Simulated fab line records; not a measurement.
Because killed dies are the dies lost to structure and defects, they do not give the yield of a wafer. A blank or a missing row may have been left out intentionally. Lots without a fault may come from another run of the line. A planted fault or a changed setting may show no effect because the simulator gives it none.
Matching of chambers ; flow berkeley_cmos170 ; 4 sister chambers for UCB170_V1_ETCH_14 on rie_diel-01
The step etches SiO2 in CHF3/CF4/Ar, stops on Al, target depth 1250 nm, time 291 s. 4 wafers are shown with their chamber, then 7 later ones without.

WAFERS WITH THEIR CHAMBER
wafer;chamber;drypump_motor_current_A (A)
L530.3;3;4.9
L530.6;0;6.5
L534.2;1;6.1
L534.4;2;5.7

WAFERS WITH NO CHAMBER GIVEN
wafer;drypump_motor_current_A (A)
L534.6;4.9
L535.2;4.9
L535.3;6.6
L535.4;6.1
L537.1;6.1
L537.2;5.7
L537.5;6.6

CHAMBER TAKEN BY EACH
wafer;from the rows above;in truth
L534.6;3;3
L535.2;3;3
L535.3;0;0
L535.4;1;1
L537.1;1;1
L537.2;2;2
L537.5;0;0
Correct placement for 7 of the 7. Can't be placed from these rows: 0. 0 placed wrongly.
How it was worked out, from the rows above alone: a wafer's distance from a chamber is the root of the sum, over the readings, of the square of ((its reading less the chamber's mean) divided by the reading's scatter). If the next closest chamber is less than 2 further off than the closest, the wafer can't be placed; otherwise it belongs to the closest. The mean given for a chamber averages the wafers shown for that chamber. The scatter: with one shown wafer a chamber, the root of the mean of the squares of how far each hidden wafer lies from its nearest shown one.
